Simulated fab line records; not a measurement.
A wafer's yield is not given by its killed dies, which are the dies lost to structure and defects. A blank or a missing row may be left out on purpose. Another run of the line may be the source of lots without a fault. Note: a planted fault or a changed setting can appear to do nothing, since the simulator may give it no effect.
fab line records	flow rit_cmos
record lots=6	wafers=18	last_day=7
route steps=202 shown ACTIVE@2 FOX1@20 FOX2@23 M1@202
lots with no fault: from the same line, run without faults
start_h: the number of hours between the record's first day and the start of the first shown wafer of the lot	wait_h: how many hours have passed since the lot's step before this one	" as in the row above	L1.1+2: several wafers, shown together as one row	- no value, or no start given	* or withheld: withheld	< > ~ a bound
route shown NAME@n: NAME is a module with steps in the file, n the number in the route of the first one	usual: the fault-free wafers' mean and standard deviation	same: alike in all rows	chamber/n: place in a boat	sites: readings site by site	_std_site: their standard deviation	_edge_site: outer sites' mean less inner sites'	radius_mm: how far each site lies from the wafer's centre	mask NAME#n: copy n	behind: the tool/chamber that last shaped the wafer	hold: why the lot was held/for how many hours/how that ended	device: transistor that didn't switch, given as n, p or np	end of line: at the end of the route, the tests of the same wafers	for a step that has no rows: nothing shown but its recipe	killed: not the wafer's yield, but the dies lost to structure and defects at the first sort	map: shows each die of a wafer: x if killed, . if not, _ if none is there
set.NAME: the setting that was run; set.NAME@STEP: the one run at that earlier step	model.NAME: the simulator's own value behind a step, which no gauge read
a table for each step, a row for each wafer; lots at some steps of the route
services: a tool's chamber out of use, with start hour (start_h, from the record's first day; less than 0 if before it), hours out, and reason
## steps
# step RIT_ACTIVE_OXIDATION_01
# recipe temp_c=1000	ambient=O2	target_thk_a=468	ox_time_s=3360
# step RIT_ACTIVE_THK_MEAS_02
# recipe reads=SiO2_of_ACTIVE_OXIDATION_01
# usual ACTIVE_OXIDE_THK=46.3/0.83
lot.wafer	tool	chamber	start_h	wait_h	ACTIVE_OXIDE_THK[nm]
L685.1	film_metro-03	-	67.05	0.0	47.0
L685.3	"	-	"	"	47.6
L685.5	"	-	"	"	46.8
L686.1	film_metro-03	-	72.05	0.0	46.1
L686.3	"	-	"	"	46.0
L686.6	"	-	"	"	46.0
L688.1	film_metro-03	-	82.17	0.0	44.6
L688.4	"	-	"	"	45.1
L688.6	"	-	"	"	45.1
L690.2	film_metro-04	-	92.95	0.0	47.0
L690.4	"	-	"	"	46.5
L690.6	"	-	"	"	46.5
L692.1	film_metro-04	-	104.88	0.0	47.4
L692.5	"	-	"	"	47.6
L692.6	"	-	"	"	48.0
L697.1	film_metro-03	-	127.38	0.0	46.4
L697.3	"	-	"	"	45.7
L697.4	"	-	"	"	45.8
# step RIT_ACTIVE_CVD_03
# recipe material=Si3N4	target_thk_nm=150	temp_c=810	precursor=SiH2Cl2/NH3	time_s=1500	pressure_mtorr=300	sih2cl2_flow_sccm=60	nh3_flow_sccm=150
# step RIT_ACTIVE_THK_MEAS_04
# recipe reads=Si3N4_of_ACTIVE_CVD_03
# usual ACTIVE_NITRIDE_THK=150.0/1.8
lot.wafer	tool	chamber	start_h	wait_h	ACTIVE_NITRIDE_THK[nm]
L685.1	film_metro-04	-	69.24	0.0	149.4
L685.3	"	-	"	"	148.6
L685.5	"	-	"	"	148.9
L686.1	film_metro-03	-	73.53	0.0	148.4
L686.3	"	-	"	"	148.1
L686.6	"	-	"	"	150.7
L688.1	film_metro-04	-	83.65	0.0	148.5
L688.4	"	-	"	"	148.2
L688.6	"	-	"	"	149.1
L690.2	film_metro-04	-	94.42	0.0	151.1
L690.4	"	-	"	"	149.7
L690.6	"	-	"	"	151.0
L692.1	film_metro-03	-	107.06	0.0	147.4
L692.5	"	-	"	"	149.5
L692.6	"	-	"	"	148.6
L697.1	film_metro-03	-	128.86	0.0	152.1
L697.3	"	-	"	"	151.3
L697.4	"	-	"	"	150.8
# step RIT_ACTIVE_HMDS_05
# recipe prime_time_s=60	prime_temp_c=140
# step RIT_ACTIVE_COAT_06
# recipe resist=NOVOLAK	spin_rpm=3250	resist_thk_nm=1000
# step RIT_ACTIVE_SOFTBAKE_07
# recipe resist=NOVOLAK	temp_c=90	time_s=60
# step RIT_ACTIVE_EXPOSE_08
# recipe mask_id=M1	na=0.6	source_shape=conventional	sigma_outer=0.6	target_cd_nm=1400	dose_mj=225
# step RIT_ACTIVE_PEB_09
# recipe resist=NOVOLAK	temp_c=withheld	time_s=withheld
# step RIT_ACTIVE_DEVELOP_10
# recipe resist=NOVOLAK	develop_time_s=50	dev_temp_c=23
# step RIT_ACTIVE_CD_MEAS_11
# recipe target_cd_nm=1400
# usual cd_nm=1400.1/1.9
lot.wafer	tool	chamber	start_h	wait_h	cd_nm
L685.1	cd_sem-02	-	70.27	-	1400.9
L685.3	"	-	"	"	1399.8
L685.5	"	-	"	"	1399.9
L686.1	cd_sem-02	-	74.56	-	1398.6
L686.3	"	-	"	"	1398.0
L686.6	"	-	"	"	1398.6
L688.1	cd_sem-02	-	84.56	-	1399.0
L688.4	"	-	"	"	1399.6
L688.6	"	-	"	"	1399.6
L690.2	cd_sem-01	-	95.47	-	1402.9
L690.4	"	-	"	"	1405.4
L690.6	"	-	"	"	1401.0
L692.1	cd_sem-01	-	108.10	-	1402.4
L692.5	"	-	"	"	1404.3
L692.6	"	-	"	"	1403.7
L697.1	cd_sem-01	-	129.89	-	1400.8
L697.3	"	-	"	"	1399.6
L697.4	"	-	"	"	1400.0
# step RIT_ACTIVE_HARDBAKE_12
# recipe resist=NOVOLAK	temp_c=140	time_s=60
# step RIT_ACTIVE_ETCH_13
# recipe stop_on=SiO2	chemistry=SF6	target=Si3N4	time_s=210	over_etch_frac=0.4	SF6_flow_sccm=200	pressure_mtorr=260	rf_w=125	target_depth_a=2100
# usual chamber_pressure_mTorr=260.00/0.24	drypump_motor_current_A=5.8/0.47	oes_product_au=0.824/0.0099	over_etch_frac=0.4/0	throttle_valve_pct=7.47/0.14
lot.wafer	tool	chamber	start_h	wait_h	chamber_pressure_mTorr	drypump_motor_current_A	oes_product_au	over_etch_frac	rf_hours_counter_h	throttle_valve_pct	model.SiO2_of_ACTIVE_OXIDATION_01.thk_nm
L685.1	rie_diel-02	1	70.54	0.1	259.72	5.8	0.822	0.4	3	7.51	46.54
L685.3	"	0	"	"	259.61	5.5	0.811	0.4	37	7.40	47.62
L685.5	"	1	"	"	260.24	5.8	0.822	0.4	-	7.52	46.4
L686.1	rie_diel-03	1	74.83	0.1	260.13	6.3	0.826	0.4	76	7.51	46.1
L686.3	"	3	"	"	259.57	5.3	0.820	0.4	14	7.52	46.02
L686.6	"	1	"	"	260.24	6.3	0.823	0.4	-	7.51	45.99
L688.1	rie_diel-02	1	84.83	0.1	259.99	5.8	0.822	0.42848	3	7.52	42.74
L688.4	"	2	"	"	260.00	6.6	0.841	0.4	124	7.33	45.11
L688.6	"	2	"	"	259.79	6.6	0.839	0.4	-	7.34	45.11
L690.2	rie_diel-04	2	95.72	0.1	259.73	5.6	0.826	0.4	8	7.28	47.01
L690.4	"	1	"	"	259.68	5.9	0.821	0.4	23	7.39	46.43
L690.6	"	1	"	"	260.01	6.0	0.814	0.4	-	7.39	46.47
L692.1	rie_diel-02	1	108.37	0.1	260.02	5.8	0.811	0.42848	3	7.50	45.6
L692.5	"	3	"	"	260.14	5.7	0.819	0.4	-	7.25	47.45
L692.6	"	2	"	"	259.86	6.6	0.844	0.4	-	7.32	48.03
L697.1	rie_diel-03	2	130.16	0.1	259.53	5.0	0.827	0.4	43	7.71	46.3
L697.3	"	1	"	"	259.71	6.3	0.828	0.4	77	7.51	45.68
L697.4	"	0	"	"	260.17	5.8	0.821	0.4	104	7.56	45.76
# step RIT_ACTIVE_STRIP_14
# recipe chemistry=O2	time_s=180	resist=NOVOLAK	platen_temp_c=withheld	power_w=500	pressure_mtorr=4000	o2_flow_sccm=4000
# usual chamber_pressure_mTorr=4001/3.9	drypump_motor_current_A=5.8/0.48	rf_refl_power_W=7.0/1.6
lot.wafer	tool	chamber	start_h	wait_h	chamber_pressure_mTorr	drypump_motor_current_A	rf_hours_counter_h	rf_refl_power_W
L685.1	plasma_asher-04	1	70.68	0.1	3999	6.3	44	4.9
L685.3	"	1	"	"	4002	6.3	-	4.9
L685.5	"	1	"	"	4003	6.3	-	4.8
L686.1	plasma_asher-04	0	74.97	0.1	4000	5.9	44	9.4
L686.3	"	0	"	"	3995	5.8	-	9.8
L686.6	"	0	"	"	4002	5.9	-	9.8
L688.1	plasma_asher-03	1	84.96	0.1	3997	6.1	45	7.7
L688.4	"	1	"	"	4005	6.1	-	7.8
L688.6	"	0	"	"	4013	5.1	-	6.7
L690.2	plasma_asher-04	0	95.85	0.1	4000	5.8	45	9.8
L690.4	"	0	"	"	3998	5.8	-	10.0
L690.6	"	0	"	"	3996	5.9	-	10.0
L692.1	plasma_asher-04	1	108.50	0.1	3994	6.3	47	4.9
L692.5	"	0	"	"	3998	5.9	-	10.0
L692.6	"	1	"	"	4001	6.3	-	4.7
L697.1	plasma_asher-03	0	130.30	0.1	4005	5.1	50	7.2
L697.3	"	0	"	"	4001	5.1	-	7.1
L697.4	"	1	"	"	3998	6.1	-	7.3
# step RIT_ACTIVE_CD_MEAS_90
# recipe target_cd_nm=1400
# usual cd_nm=1400.1/1.9
lot.wafer	tool	chamber	start_h	wait_h	cd_nm
L685.1	cd_sem-01	-	70.85	0.1	1401.3
L685.3	"	-	"	"	1399.6
L685.5	"	-	"	"	1400.1
L686.1	cd_sem-01	-	75.14	0.1	1398.9
L686.3	"	-	"	"	1397.9
L686.6	"	-	"	"	1399.0
L688.1	cd_sem-02	-	85.14	0.1	1399.2
L688.4	"	-	"	"	1399.8
L688.6	"	-	"	"	1399.4
L690.2	cd_sem-02	-	96.05	0.1	1402.5
L690.4	"	-	"	"	1405.2
L690.6	"	-	"	"	1401.3
L692.1	cd_sem-02	-	108.67	0.1	1402.3
L692.5	"	-	"	"	1404.7
L692.6	"	-	"	"	1403.6
L697.1	cd_sem-02	-	130.47	0.1	1400.5
L697.3	"	-	"	"	1399.8
L697.4	"	-	"	"	1399.9
# step RIT_ACTIVE_CLEAN_15
# recipe chemistry=SC1	mix=3:3:50	time_s=600	temp_c=75
# step RIT_ACTIVE_CLEAN_16
# recipe chemistry=dHF	dilution=50:1	time_s=30
# step RIT_ACTIVE_CLEAN_17
# recipe chemistry=SC2	mix=3:3:50	time_s=600	temp_c=75	dry=n2_spin
# step RIT_FOX1_OXIDATION_00
# recipe temp_c=1100	ambient=H2O	target_thk_a=3507	p_h2o_torr=720	ox_time_s=1130
# step RIT_FOX1_THK_MEAS_01
# recipe reads=SiO2_of_FOX1_OXIDATION_00
# usual FOX1_OXIDE_THK=346/6
lot.wafer	tool	chamber	start_h	wait_h	FOX1_OXIDE_THK[nm]
L685.1	film_metro-01	-	72.67	0.0	347
L685.3	"	-	"	"	342
L685.5	"	-	"	"	347
L686.1	film_metro-01	-	76.98	0.0	347
L686.3	"	-	"	"	341
L686.6	"	-	"	"	342
L688.1	film_metro-01	-	87.38	0.0	344
L688.4	"	-	"	"	351
L688.6	"	-	"	"	344
L690.2	film_metro-01	-	97.84	0.0	350
L690.4	"	-	"	"	342
L690.6	"	-	"	"	350
L692.1	film_metro-02	-	110.47	0.0	348
L692.5	"	-	"	"	342
L692.6	"	-	"	"	348
L697.1	film_metro-02	-	132.27	0.0	345
L697.3	"	-	"	"	348
L697.4	"	-	"	"	347
# step RIT_FOX1_WET_ETCH_02
# recipe chemistry=BOE	target_depth_nm=350	time_s=390	temp_c=21.5	dry=n2_spin	dilution=10:1	target=SiO2
# step RIT_FOX2_OXIDATION_00
# recipe temp_c=1100	ambient=H2O	target_thk_a=3507	p_h2o_torr=720	ox_time_s=1130
# step RIT_FOX2_THK_MEAS_01
# recipe reads=SiO2_of_FOX2_OXIDATION_00
# usual FOX2_OXIDE_THK=345/6.9
lot.wafer	tool	chamber	start_h	wait_h	FOX2_OXIDE_THK[nm]
L685.1	film_metro-03	-	74.19	0.0	343
L685.3	"	-	"	"	340
L685.5	"	-	"	"	338
L686.1	film_metro-04	-	78.60	0.0	347
L686.3	"	-	"	"	348
L686.6	"	-	"	"	346
L688.1	film_metro-03	-	93.50	0.0	357
L688.4	"	-	"	"	357
L688.6	"	-	"	"	357
L690.2	film_metro-02	-	99.68	0.0	334
L690.4	"	-	"	"	341
L690.6	"	-	"	"	342
L692.1	film_metro-02	-	111.96	0.0	335
L692.5	"	-	"	"	336
L692.6	"	-	"	"	330
L697.1	film_metro-04	-	133.77	0.0	349
L697.3	"	-	"	"	351
L697.4	"	-	"	"	351
# step RIT_FOX2_CLEAN_02
# recipe chemistry=dHF	dilution=50:1	time_s=180
# step RIT_FOX2_WET_ETCH_03
# recipe chemistry=H3PO4	target=Si3N4	target_depth_nm=195	temp_c=165	time_s=2700
lot.wafer	tool	chamber	start_h	wait_h	model.SiO2_of_ACTIVE_OXIDATION_01.thk_nm
L685.1	wet_bench-01	3	74.32	0.0	41.25
L685.3	"	3	"	"	42.24
L685.5	"	3	"	"	41.16
L686.1	wet_bench-04	2	78.72	0.0	41
L686.3	"	2	"	"	40.89
L686.6	"	2	"	"	40.86
L688.1	wet_bench-04	1	93.62	0.0	38
L688.4	"	1	"	"	40.13
L688.6	"	1	"	"	40.11
L690.2	wet_bench-03	0	99.79	0.0	41.46
L690.4	"	0	"	"	40.94
L690.6	"	0	"	"	41
L692.1	wet_bench-01	0	112.08	0.0	40.46
L692.5	"	0	"	"	42.14
L692.6	"	0	"	"	42.65
L697.1	wet_bench-04	2	133.88	0.0	41.25
L697.3	"	2	"	"	40.7
L697.4	"	2	"	"	40.76
# step RIT_FOX2_THK_MEAS_90
# recipe reads=SiO2_of_FOX2_OXIDATION_00
# usual FIELD_OXIDE_LEFT_1_THK=318/6.9
lot.wafer	tool	chamber	start_h	wait_h	FIELD_OXIDE_LEFT_1_THK[nm]
L685.1	film_metro-03	-	75.15	0.0	316
L685.3	"	-	"	"	313
L685.5	"	-	"	"	310
L686.1	film_metro-03	-	79.48	0.0	320
L686.3	"	-	"	"	321
L686.6	"	-	"	"	318
L688.1	film_metro-03	-	94.45	0.0	330
L688.4	"	-	"	"	329
L688.6	"	-	"	"	330
L690.2	film_metro-03	-	100.56	0.0	306
L690.4	"	-	"	"	313
L690.6	"	-	"	"	314
L692.1	film_metro-03	-	112.84	0.0	308
L692.5	"	-	"	"	308
L692.6	"	-	"	"	303
L697.1	film_metro-02	-	134.64	0.0	322
L697.3	"	-	"	"	324
L697.4	"	-	"	"	323
# step RIT_M1_PROBE_99
# usual killed_at_front_end=7/3	killed_dies=7/3.1	killed_open=3.3/2.1	killed_short=3.3/2
# same gross_dies=264	killed_at_M0_to_M3=0	killed_at_M4_up=0	killed_at_back_side=0	killed_at_contacts=0	killed_at_other=0
lot.wafer	tool	chamber	start_h	wait_h	killed_at_front_end	killed_dies	killed_open	killed_short
L685.1	prober-02	-	118.44	0.1	2	2	1	1
L685.3	prober-02	-	118.54	0.2	4	4	2	2
L685.5	prober-02	-	118.64	0.2	4	4	2	2
L686.1	prober-02	-	122.49	0.1	5	5	1	4
L686.3	prober-02	-	122.59	0.2	5	5	2	3
L686.6	prober-02	-	122.74	0.2	8	8	6	2
L688.1	prober-02	-	137.57	0.1	4	4	2	2
L688.4	prober-02	-	137.72	0.2	8	8	1	7
L688.6	prober-02	-	137.82	0.2	5	5	1	4
L690.2	prober-02	-	143.72	0.1	3	3	2	1
L690.4	prober-02	-	143.82	0.2	5	5	3	2
L690.6	prober-02	-	143.92	0.2	10	10	7	3
L692.1	prober-02	-	152.82	0.1	6	6	3	3
L692.5	prober-02	-	153.02	0.2	7	7	4	3
L692.6	prober-02	-	153.07	0.2	4	4	3	1
L697.1	prober-01	-	172.94	0.1	5	5	1	4
L697.3	prober-01	-	173.04	0.2	7	7	4	3
L697.4	prober-01	-	173.09	0.2	8	8	5	3
# killed by level:class
L685.1 FOX2:geometric_particle:short=1 REOX:geometric_particle:open=1
L685.3 FOX1:geometric_particle:open=1 FOX2:geometric_particle:short=1 REOX:geometric_particle:open=1 SPACER:geometric_particle:short=1
L685.5 GATE:geometric_particle:open=2 SPACER:geometric_particle:short=1 SILICIDE:geometric_particle:short=1
L686.1 GATE:geometric_particle:short=2 REOX:geometric_particle:short=1 SPACER:geometric_particle:short=1 SILICIDE:geometric_particle:open=1
L686.3 FOX1:geometric_particle:short=2 GATE:geometric_particle:open=2 FOX2:geometric_particle:short=1
L686.6 REOX:geometric_particle:open=4 FOX1:geometric_particle:open=2 GATE:geometric_particle:short=1 REOX:geometric_particle:short=1
L688.1 REOX:geometric_particle:open=2 FOX1:geometric_particle:short=1 SILICIDE:geometric_particle:short=1
L688.4 SPACER:geometric_particle:short=3 FOX1:geometric_particle:short=2 FOX1:geometric_particle:open=1 GATE:geometric_particle:short=1 REOX:geometric_particle:short=1
L688.6 GATE:geometric_particle:short=2 FOX1:geometric_particle:short=1 FOX2:geometric_particle:short=1 GATE:geometric_particle:open=1
L690.2 FOX1:geometric_particle:open=1 GATE:geometric_particle:short=1 SILICIDE:geometric_particle:open=1
L690.4 SILICIDE:geometric_particle:open=2 GATE:geometric_particle:open=1 GATE:geometric_particle:short=1 SILICIDE:geometric_particle:short=1
L690.6 REOX:geometric_particle:open=3 REOX:geometric_particle:short=2 FOX1:geometric_particle:open=1 FOX2:geometric_particle:open=1 GATE:geometric_particle:open=1 SILICIDE:geometric_particle:open=1 SILICIDE:geometric_particle:short=1
L692.1 SILICIDE:geometric_particle:short=2 SILICIDE:geometric_particle:open=2 GATE:geometric_particle:short=1 REOX:geometric_particle:open=1
L692.5 GATE:geometric_particle:open=2 SILICIDE:geometric_particle:open=2 GATE:geometric_particle:short=1 REOX:geometric_particle:short=1 SILICIDE:geometric_particle:short=1
L692.6 SPACER:geometric_particle:open=2 SILICIDE:geometric_particle:open=1 SILICIDE:geometric_particle:short=1
L697.1 SILICIDE:geometric_particle:short=2 FOX1:geometric_particle:short=1 REOX:geometric_particle:open=1 SPACER:geometric_particle:short=1
L697.3 FOX1:geometric_particle:open=2 FOX1:geometric_particle:short=1 FOX2:geometric_particle:open=1 GATE:geometric_particle:short=1 REOX:geometric_particle:open=1 SPACER:geometric_particle:short=1
L697.4 GATE:geometric_particle:open=2 SPACER:geometric_particle:short=2 SILICIDE:geometric_particle:open=2 GATE:geometric_particle:short=1 REOX:geometric_particle:open=1
## services
tool	chamber	start_h	hours	kind
rie_diel-03	2	51.61	5.6	repair
plasma_asher-04	-	71.89	1.8	repair
rie_diel-04	1	72.82	5.1	repair
rie_diel-03	3	79.51	4.0	repair
plasma_asher-03	-	86.78	4.0	pm
rie_diel-02	-	94.44	2.3	repair
rie_diel-03	-	102.42	0.3	repair
plasma_asher-04	-	108.75	9.0	pm
plasma_asher-04	0	108.75	9.0	vent_cycle
plasma_asher-04	1	108.75	9.0	vent_cycle
rie_diel-02	3	116.31	9.5	repair
plasma_asher-04	0	117.75	-	clean
plasma_asher-04	1	117.75	-	clean
plasma_asher-04	-	126.51	5.2	repair
wet_bench-01	-	133.03	1.9	repair
## key
first_sign step=RIT_ACTIVE_ETCH_13	reading=over_etch_frac	direction=up	sigmas=99+	usual=0.4	struck=0.42848
effect none on later readings
model_effect step=RIT_ACTIVE_ETCH_13	value=SiO2_of_ACTIVE_OXIDATION_01.thk_nm	without=45.59	struck=44.17
model_effect step=RIT_FOX2_WET_ETCH_03	value=SiO2_of_ACTIVE_OXIDATION_01.thk_nm	without=40.49	struck=39.23
met_at RIT_ACTIVE_ETCH_13
struck_wafers L688.1,L692.1
tester_left_out L688,L692
onset_between 70.54 84.83
fault kind=process_parameter_drift	tool=rie_diel-02	chamber=1	onset_h=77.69	steps=RIT_ACTIVE_ETCH_13	channel=over_etch_frac	offset=0.028475	shape=step	end_h=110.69	acts_in=these_recipes_only	stated=0.4
# tester_left_out: of these lots the tester's yield and bins aren't shown, on N5 and GAA mostly nor the transistor test; their killed dies are dies lost to structure and defects alone, not to doping, threshold or leakage, so they don't give the yield
